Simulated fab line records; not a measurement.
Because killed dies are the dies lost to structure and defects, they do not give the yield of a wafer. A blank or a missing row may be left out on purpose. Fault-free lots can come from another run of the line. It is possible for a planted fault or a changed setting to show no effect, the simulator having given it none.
fab line records    flow rit-cmos
record: lots: 5  wafers: 15  last-day: 7
route steps=202 shown PSD@142
lots with no fault: from the same line, run without faults
start-h: the number of hours between the record's first day and the start of the first shown wafer of the lot    wait-h: hours elapsed since this lot's preceding step    " identical to the entry in the row above    L1.1+2: one row covering several wafers at once    - no value present, or no start provided    * or withheld: withheld    < > ~ a bound
route shown NAME@n: NAME is a module with steps in the file, n the number in the route of the first one    usual: average and standard deviation across the fault-free wafers    same: alike in all rows    chamber/n: place in a boat    sites: each site's reading    _std_site: standard deviation across them    _edge_site: outer sites' mean less inner sites'    radius-mm: how far each site lies from the wafer's centre    mask NAME#n: copy n    behind: the last tool/chamber to shape the wafer    hold: reason for holding the lot/hours on hold/outcome of the hold    device: the n, p or np transistor that did not switch    end of line: tests of these same wafers at the route's end    a step with no rows: only its recipe    killed: count of dies lost to structure and defects at first sort (not the wafer's yield)    map: a wafer's dies, x killed, . not, _ none there
set.NAME: the setting the step ran with; set.NAME@STEP: the setting that earlier step ran with    model.NAME: the simulator's own value behind a step, which no gauge read
lots at some steps of the route; a table a step, a row a wafer
services: a tool's chamber out of use, with start hour (start-h, from the record's first day; less than 0 if before it), hours out, and reason
== steps ==
step: RIT_PSD_HMDS_00
recipe: prime-time-s: 60  prime-temp-c: 140
usual: chill-plate-temp-C: 22.99/0.088
lot.wafer  tool            chamber  start-h  wait-h  chill-plate-temp-C
L082.2     litho-track-04  0        93.89    0.2     22.96
L082.4     "               0        "        "       22.94
L082.5     "               0        "        "       23.01
L085.1     litho-track-02  0        107.35   0.1     23.17
L085.4     "               0        "        "       23.05
L085.5     "               0        "        "       23.10
L086.2     litho-track-04  0        112.45   0.1     23.02
L086.3     "               0        "        "       23.06
L086.4     "               0        "        "       23.17
L093.1     litho-track-01  0        144.21   0.1     22.96
L093.3     "               0        "        "       22.97
L093.5     "               0        "        "       22.84
L096.1     litho-track-01  0        162.22   0.1     22.97
L096.3     "               0        "        "       22.96
L096.5     "               0        "        "       22.88
step: RIT_PSD_COAT_01
recipe: resist: NOVOLAK  spin-rpm: 3294  resist-thk-nm: 1000
usual: chill-plate-temp-C: 23.03/0.11
lot.wafer  tool            chamber  start-h  wait-h  chill-plate-temp-C
L082.2     litho-track-04  0        94.04    0.1     22.97
L082.4     "               0        "        "       22.90
L082.5     "               0        "        "       23.11
L085.1     litho-track-02  0        107.50   0.1     22.97
L085.4     "               0        "        "       22.88
L085.5     "               0        "        "       23.15
L086.2     litho-track-04  0        112.60   0.1     23.17
L086.3     "               0        "        "       22.95
L086.4     "               0        "        "       23.01
L093.1     litho-track-01  0        144.36   0.1     23.04
L093.3     "               0        "        "       23.01
L093.5     "               0        "        "       23.15
L096.1     litho-track-01  0        162.37   0.1     23.04
L096.3     "               0        "        "       23.17
L096.5     "               0        "        "       23.07
step: RIT_PSD_SOFTBAKE_02
recipe: resist: NOVOLAK  temp-c: 90  time-s: 60
usual: chill-plate-temp-C: 22.99/0.1
lot.wafer  tool            chamber  start-h  wait-h  chill-plate-temp-C
L082.2     litho-track-04  0        94.19    0.1     22.94
L082.4     "               0        "        "       22.92
L082.5     "               0        "        "       22.91
L085.1     litho-track-02  0        107.65   0.1     23.21
L085.4     "               0        "        "       23.20
L085.5     "               0        "        "       23.10
L086.2     litho-track-04  0        112.75   0.1     22.99
L086.3     "               0        "        "       22.94
L086.4     "               0        "        "       22.89
L093.1     litho-track-01  0        144.51   0.1     22.98
L093.3     "               0        "        "       22.96
L093.5     "               0        "        "       23.13
L096.1     litho-track-01  0        162.52   0.1     22.71
L096.3     "               0        "        "       22.97
L096.5     "               0        "        "       22.93
step: RIT_PSD_EXPOSE_03
recipe: mask-id: M10  na: 0.57  target-cd-nm: 40900  dose-mj: 250
same: na: 0.57
lot.wafer   tool              chamber  start-h  wait-h  mask
L082.2+4+5  iline-stepper-01  0        94.46    0.2     M10#0
L085.1+4+5  iline-stepper-02  0        107.93   0.2     M10#0
L086.2+3+4  iline-stepper-02  0        112.89   0.1     M10#0
L093.1+3+5  iline-stepper-02  0        144.79   0.2     M10#0
L096.1+3+5  iline-stepper-01  0        162.80   0.2     M10#0
step: RIT_PSD_PEB_04
recipe: resist: NOVOLAK  temp-c: withheld  time-s: withheld
usual: chill-plate-temp-C: *
lot.wafer  tool            chamber  start-h  wait-h  chill-plate-temp-C
L082.2     litho-track-04  0        94.58    0.1     *
L082.4     "               0        "        "       *
L082.5     "               0        "        "       *
L085.1     litho-track-04  0        108.05   0.1     *
L085.4     "               0        "        "       *
L085.5     "               0        "        "       *
L086.2     litho-track-04  0        113.01   0.1     *
L086.3     "               0        "        "       *
L086.4     "               0        "        "       *
L093.1     litho-track-01  0        144.90   0.1     *
L093.3     "               0        "        "       *
L093.5     "               0        "        "       *
L096.1     litho-track-02  0        162.92   0.1     *
L096.3     "               0        "        "       *
L096.5     "               0        "        "       *
step: RIT_PSD_DEVELOP_05
recipe: resist: NOVOLAK  develop-time-s: 50  dev-temp-c: 23
usual: chill-plate-temp-C: 23.02/0.11
lot.wafer  tool            chamber  start-h  wait-h  chill-plate-temp-C
L082.2     litho-track-04  0        -        -       23.30
L082.4     "               0        "        "       23.05
L082.5     "               0        "        "       23.09
L085.1     litho-track-04  0        -        -       22.98
L085.4     "               0        "        "       22.82
L085.5     "               0        "        "       22.81
L086.2     litho-track-04  0        -        -       22.99
L086.3     "               0        "        "       22.99
L086.4     "               0        "        "       22.92
L093.1     litho-track-01  0        -        -       23.14
L093.3     "               0        "        "       23.06
L093.5     "               0        "        "       23.12
L096.1     litho-track-02  0        -        -       23.10
L096.3     "               0        "        "       22.91
L096.5     "               0        "        "       23.15
step: RIT_PSD_OVL_MEAS_06
usual: PSD_OVL: -1.0/1.4
lot.wafer  tool        chamber  start-h  wait-h  PSD_OVL[nm]
L082.2     overlay-01  -        94.85    -       -0.4
L082.4     "           -        "        "       -0.7
L082.5     "           -        "        "       1.3
L085.1     overlay-02  -        108.33   -       -2.4
L085.4     "           -        "        "       -1.4
L085.5     "           -        "        "       -3.1
L086.2     overlay-02  -        113.28   -       -1.7
L086.3     "           -        "        "       0.1
L086.4     "           -        "        "       -2.8
L093.1     overlay-01  -        145.19   -       -1.1
L093.3     "           -        "        "       -0.6
L093.5     "           -        "        "       0.3
L096.1     overlay-02  -        163.20   -       -0.7
L096.3     "           -        "        "       0.2
L096.5     "           -        "        "       -0.4
step: RIT_PSD_HARDBAKE_07
recipe: resist: NOVOLAK  temp-c: 140  time-s: 60
usual: chill-plate-temp-C: 23.01/0.11
lot.wafer  tool            chamber  start-h  wait-h  chill-plate-temp-C
L082.2     litho-track-01  0        94.91    0.1     22.93
L082.4     "               0        "        "       23.17
L082.5     "               0        "        "       22.85
L085.1     litho-track-02  0        108.36   0.0     23.03
L085.4     "               0        "        "       22.96
L085.5     "               0        "        "       22.81
L086.2     litho-track-01  0        113.33   0.0     23.10
L086.3     "               0        "        "       23.03
L086.4     "               0        "        "       23.01
L093.1     litho-track-02  0        145.22   0.0     22.89
L093.3     "               0        "        "       22.86
L093.5     "               0        "        "       22.75
L096.1     litho-track-02  0        163.23   0.0     23.01
L096.3     "               0        "        "       23.00
L096.5     "               0        "        "       22.91
step: RIT_PSD_IMPLANT_08
recipe: species: BF2  energy-kev: 27  dose-cm2: 5e+15  tilt-deg: 7
lot.wafer   tool          chamber  start-h  wait-h
L082.2+4+5  implanter-02  0        95.06    0.1
L085.1+4+5  implanter-02  0        108.51   0.1
L086.2+3+4  implanter-01  0        113.48   0.1
L093.1+3+5  implanter-01  0        145.37   0.1
L096.1+3+5  implanter-02  0        163.38   0.1
== services ==
tool              chamber  start-h  hours  kind
implanter-01      -        105.08   2.3    pm
iline-stepper-02  0        129.58   -      calibration
iline-stepper-01  -        153.81   1.7    pm
== key ==
fault none
